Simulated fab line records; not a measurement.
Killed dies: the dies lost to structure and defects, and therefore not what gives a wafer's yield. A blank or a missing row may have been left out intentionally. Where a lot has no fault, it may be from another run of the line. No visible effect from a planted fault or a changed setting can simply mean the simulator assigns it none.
A struck lot beside a sound one :: flow rit-cmos :: 15 steps out of a route of 202
Sound: these wafers, L654.2, L654.4, L654.6. Wafers L667.2, L667.4, L667.5 were the ones struck. The cause is given at the end.
Order at every step that has rows: each side's tool, ch and its chambers, its first start. Under that, the readings that differ: sound wafers :: struck wafers :: difference of the means :: sigmas: that difference in standard deviations of wafers without a fault.
alike: same words and numbers on both sides, and readings whose means sit less than 2 such deviations apart. not compared: any withheld reading, any reading some wafer has no value for, any bound like >300 that may hide the same value, and any number with overlapping values for which the record gives no deviation.
Wherever a step has rows on one side only, a row that says differs or no value, or a row with sigmas, the two part there. Numbers that have no deviation but don't overlap get no sigmas and don't part them. A reading missing from all wafers of one side parts the sides only when that side holds two or more wafers.

first, 2 steps without rows for these wafers: RIT_NRETRO_HARDBAKE_07 (time 120 s); RIT_NRETRO_IMPLANT_08.
RIT_NRETRO_STRIP_09: strips in O2, time 180 s.
  sound on plasma-asher-03 ch 0,1, day 3 12:49; struck on plasma-asher-04 ch 1, day 6 04:52
  alike: drypump-motor-current-A
  not compared: rf-hours-counter-h
RIT_NRETRO_TW_MEAS_10:
  sound: film-metro-03 at day 3 12:59; struck: film-metro-01 at day 6 05:02
  alike: NRETRO_TW
then, 6 steps without rows for these wafers: RIT_PRETRO_HMDS_00 (prime time 60 s); RIT_PRETRO_COAT_01 (resist thk 1300 nm); RIT_PRETRO_SOFTBAKE_02 (time 60 s); RIT_PRETRO_EXPOSE_03 (exposes mask M5, target cd 43700 nm); RIT_PRETRO_PEB_04; RIT_PRETRO_DEVELOP_05 (develop time 68 s).
RIT_PRETRO_OVL_MEAS_06:
  sound: overlay-02 at day 3 13:56; struck: overlay-01 at day 6 06:10
  alike: PRETRO_OVL
then, 1 step without rows for these wafers: RIT_PRETRO_HARDBAKE_07 (time 120 s).
RIT_PRETRO_IMPLANT_08:
  sound on implanter-02 ch 0, day 3 14:14; struck on implanter-02 ch 0, day 6 06:28
reading: dose-ions-cm2
sound: 1.1995e+13 1.1991e+13 1.199e+13
struck: 1.1716e+13 1.174e+13 1.1722e+13
difference: -2.6600e+11
sigmas: -19
RIT_PRETRO_STRIP_09: strips in O2, time 180 s.
  sound on plasma-asher-04 ch 0, day 3 14:22; struck on plasma-asher-04 ch 1, day 6 06:35
  alike: drypump-motor-current-A
  not compared: rf-hours-counter-h
RIT_M1_PROBE_99:
  sound: prober-02 at day 4 16:52; struck: prober-01 at day 7 10:56
  alike: killed-at-contacts, killed-at-front-end, killed-dies, killed-open, killed-short

== WHERE THEY PART ==
Only at RIT_PRETRO_IMPLANT_08, within this record. Later steps at which nothing parts them and some readings are alike: RIT_PRETRO_STRIP_09, RIT_M1_PROBE_99.

WHY: what the simulator had put in
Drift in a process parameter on implanter-02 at RIT_PRETRO_IMPLANT_08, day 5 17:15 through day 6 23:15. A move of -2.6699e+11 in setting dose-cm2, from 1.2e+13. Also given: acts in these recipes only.
